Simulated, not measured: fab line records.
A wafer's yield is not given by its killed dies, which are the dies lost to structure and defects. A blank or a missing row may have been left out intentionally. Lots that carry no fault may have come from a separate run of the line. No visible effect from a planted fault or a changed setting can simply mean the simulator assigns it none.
fab line records :: flow berkeleyCmos170
record:
  lots: 14
  wafers: 42
  lastDay: 13
route steps=331 shown PFIELD@86
lots that met no fault: from a run of the same line without faults
startH: start of the lot's first displayed wafer, in hours after the record's first day :: waitH: hours since the lot's step before :: " as in the row above :: L1.1+2: a single row standing in for several wafers :: - no value present, or no start provided :: * or withheld: withheld :: < > ~ a bound
route shown NAME@n: names a module that has steps shown in the file, with the first one's number in the route :: usual: average and standard deviation across the fault-free wafers :: same: alike in all rows :: chamber/n: place in a boat :: sites: the reading at each site :: _std_site: how widely they spread, as a standard deviation :: _edge_site: inner sites' mean taken away from outer sites' mean :: radiusMm: how far each site lies from the wafer's centre :: mask NAME#n: copy n :: behind: tool/chamber where the wafer was last shaped :: hold: reason for holding the lot/hours on hold/outcome of the hold :: device: the transistor (n, p or np) that didn't switch :: end of line: at the end of the route, the tests of the same wafers :: where a step has no rows: the recipe by itself :: killed: dies that structure and defects cost at the first sort, which is not the same as the wafer's yield :: map: the dies of a wafer, with x for killed, . for not killed, _ for no die there
set.NAME: the setting as run; set.NAME@STEP: as run at that earlier step :: model.NAME: the simulator's own value behind a step, which no gauge read
route steps across a sampled set of lots; one table per step, one row per wafer
services: a tool's chamber out of use, with start hour (startH, from the record's first day; less than 0 if before it), hours out, and reason
== steps ==
step: UCB170_PFIELD_IMPLANT_07
recipe:
  species: B
  doseCm2: 2e+13
  energyKev: 80
  tiltDeg: 7
usual:
  doseIonsCm2: 2e+13/2e+10
lot.wafer: L503.4
tool: implanter-04
chamber: 0
startH: 110.26
waitH: 0.1
doseIonsCm2: 1.9996e+13

lot.wafer: L503.5
tool: implanter-04
chamber: 0
startH: 110.26
waitH: 0.1
doseIonsCm2: 1.9977e+13

lot.wafer: L503.6
tool: implanter-04
chamber: 0
startH: 110.26
waitH: 0.1
doseIonsCm2: 1.999e+13

lot.wafer: L504.2
tool: implanter-04
chamber: 0
startH: 117.61
waitH: 0.0
doseIonsCm2: 1.9995e+13

lot.wafer: L504.3
tool: implanter-04
chamber: 0
startH: 117.61
waitH: 0.0
doseIonsCm2: 2.0005e+13

lot.wafer: L504.4
tool: implanter-04
chamber: 0
startH: 117.61
waitH: 0.0
doseIonsCm2: 1.9997e+13

lot.wafer: L506.1
tool: implanter-01
chamber: 0
startH: 124.80
waitH: 0.0
doseIonsCm2: 2.001e+13

lot.wafer: L506.4
tool: implanter-01
chamber: 0
startH: 124.80
waitH: 0.0
doseIonsCm2: 1.9984e+13

lot.wafer: L506.6
tool: implanter-01
chamber: 0
startH: 124.80
waitH: 0.0
doseIonsCm2: 1.9997e+13

lot.wafer: L508.1
tool: implanter-03
chamber: 0
startH: 124.80
waitH: 0.0
doseIonsCm2: 1.9998e+13

lot.wafer: L508.3
tool: implanter-03
chamber: 0
startH: 124.80
waitH: 0.0
doseIonsCm2: 1.999e+13

lot.wafer: L508.4
tool: implanter-03
chamber: 0
startH: 124.80
waitH: 0.0
doseIonsCm2: 2.0001e+13

lot.wafer: L509.1
tool: implanter-01
chamber: 0
startH: 125.07
waitH: 0.0
doseIonsCm2: 2.0001e+13

lot.wafer: L509.3
tool: implanter-01
chamber: 0
startH: 125.07
waitH: 0.0
doseIonsCm2: 1.9958e+13

lot.wafer: L509.4
tool: implanter-01
chamber: 0
startH: 125.07
waitH: 0.0
doseIonsCm2: 1.9979e+13

lot.wafer: L507.3
tool: implanter-03
chamber: 0
startH: 125.36
waitH: 0.1
doseIonsCm2: 2.0019e+13

lot.wafer: L507.5
tool: implanter-03
chamber: 0
startH: 125.36
waitH: 0.1
doseIonsCm2: 1.9997e+13

lot.wafer: L507.6
tool: implanter-03
chamber: 0
startH: 125.36
waitH: 0.1
doseIonsCm2: 2e+13

lot.wafer: L510.3
tool: implanter-03
chamber: 0
startH: 142.44
waitH: 0.1
doseIonsCm2: 2.0017e+13

lot.wafer: L510.5
tool: implanter-03
chamber: 0
startH: 142.44
waitH: 0.1
doseIonsCm2: 2.0003e+13

lot.wafer: L510.6
tool: implanter-03
chamber: 0
startH: 142.44
waitH: 0.1
doseIonsCm2: 2.0025e+13

lot.wafer: L511.2
tool: implanter-01
chamber: 0
startH: 143.14
waitH: 0.0
doseIonsCm2: 1.9983e+13

lot.wafer: L511.4
tool: implanter-01
chamber: 0
startH: 143.14
waitH: 0.0
doseIonsCm2: 1.997e+13

lot.wafer: L511.5
tool: implanter-01
chamber: 0
startH: 143.14
waitH: 0.0
doseIonsCm2: 1.9981e+13

lot.wafer: L512.2
tool: implanter-04
chamber: 0
startH: 153.96
waitH: 0.0
doseIonsCm2: 1.9971e+13

lot.wafer: L512.5
tool: implanter-04
chamber: 0
startH: 153.96
waitH: 0.0
doseIonsCm2: 1.9984e+13

lot.wafer: L512.6
tool: implanter-04
chamber: 0
startH: 153.96
waitH: 0.0
doseIonsCm2: 2.0005e+13

lot.wafer: L516.1
tool: implanter-03
chamber: 0
startH: 154.26
waitH: 0.0
doseIonsCm2: 2.0007e+13

lot.wafer: L516.3
tool: implanter-03
chamber: 0
startH: 154.26
waitH: 0.0
doseIonsCm2: 2.0021e+13

lot.wafer: L516.4
tool: implanter-03
chamber: 0
startH: 154.26
waitH: 0.0
doseIonsCm2: 2.0012e+13

lot.wafer: L518.1
tool: implanter-01
chamber: 0
startH: 162.71
waitH: 0.0
doseIonsCm2: 2.0004e+13

lot.wafer: L518.4
tool: implanter-01
chamber: 0
startH: 162.71
waitH: 0.0
doseIonsCm2: 1.9988e+13

lot.wafer: L518.6
tool: implanter-01
chamber: 0
startH: 162.71
waitH: 0.0
doseIonsCm2: 1.9954e+13

lot.wafer: L521.1
tool: implanter-01
chamber: 0
startH: 176.99
waitH: 0.0
doseIonsCm2: 1.8976e+13

lot.wafer: L521.3
tool: implanter-01
chamber: 0
startH: 176.99
waitH: 0.0
doseIonsCm2: 1.8964e+13

lot.wafer: L521.6
tool: implanter-01
chamber: 0
startH: 176.99
waitH: 0.0
doseIonsCm2: 1.8984e+13

lot.wafer: L520.1
tool: implanter-01
chamber: 0
startH: 177.80
waitH: 0.0
doseIonsCm2: 1.8966e+13

lot.wafer: L520.2
tool: implanter-01
chamber: 0
startH: 177.80
waitH: 0.0
doseIonsCm2: 1.8957e+13

lot.wafer: L520.5
tool: implanter-01
chamber: 0
startH: 177.80
waitH: 0.0
doseIonsCm2: 1.8953e+13

lot.wafer: L526.1
tool: implanter-03
chamber: 0
startH: 215.05
waitH: 0.0
doseIonsCm2: 1.9995e+13

lot.wafer: L526.2
tool: implanter-03
chamber: 0
startH: 215.05
waitH: 0.0
doseIonsCm2: 2.0018e+13

lot.wafer: L526.5
tool: implanter-03
chamber: 0
startH: 215.05
waitH: 0.0
doseIonsCm2: 2.0015e+13
== services ==
tool: implanter-03
chamber: -
startH: 121.25
hours: 1.4
kind: repair

tool: implanter-01
chamber: -
startH: 144.67
hours: 6.9
kind: repair

tool: implanter-04
chamber: -
startH: 149.61
hours: 1.5
kind: pm

tool: implanter-04
chamber: -
startH: 168.84
hours: 4.1
kind: repair

tool: implanter-04
chamber: -
startH: 192.53
hours: 1.6
kind: repair

tool: implanter-04
chamber: -
startH: 206.12
hours: 3.2
kind: pm
== key ==
firstSign:
  step: UCB170_PFIELD_IMPLANT_07
  reading: doseIonsCm2
  direction: down
  sigmas: 51
  usual: 2e+13
  struck: 1.8967e+13
effect none on later readings
metAt UCB170_PFIELD_IMPLANT_07
struckLots L520,L521
testerLeftOut L520,L521
onsetBetween 162.71 176.99
fault:
  kind: processParameterDrift
  tool: implanter-01
  chamber: -
  onsetH: 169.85
  steps: UCB170_PFIELD_IMPLANT_07
  channel: doseCm2
  offset: -1.0507e+12
  shape: step
  endH: 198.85
  actsIn: theseRecipesOnly
  stated: 2e+13
testerLeftOut: of these lots the tester's yield and bins aren't shown, on N5 and GAA mostly nor the transistor test; their killed dies are dies lost to structure and defects alone, not to doping, threshold or leakage, so they don't give the yield
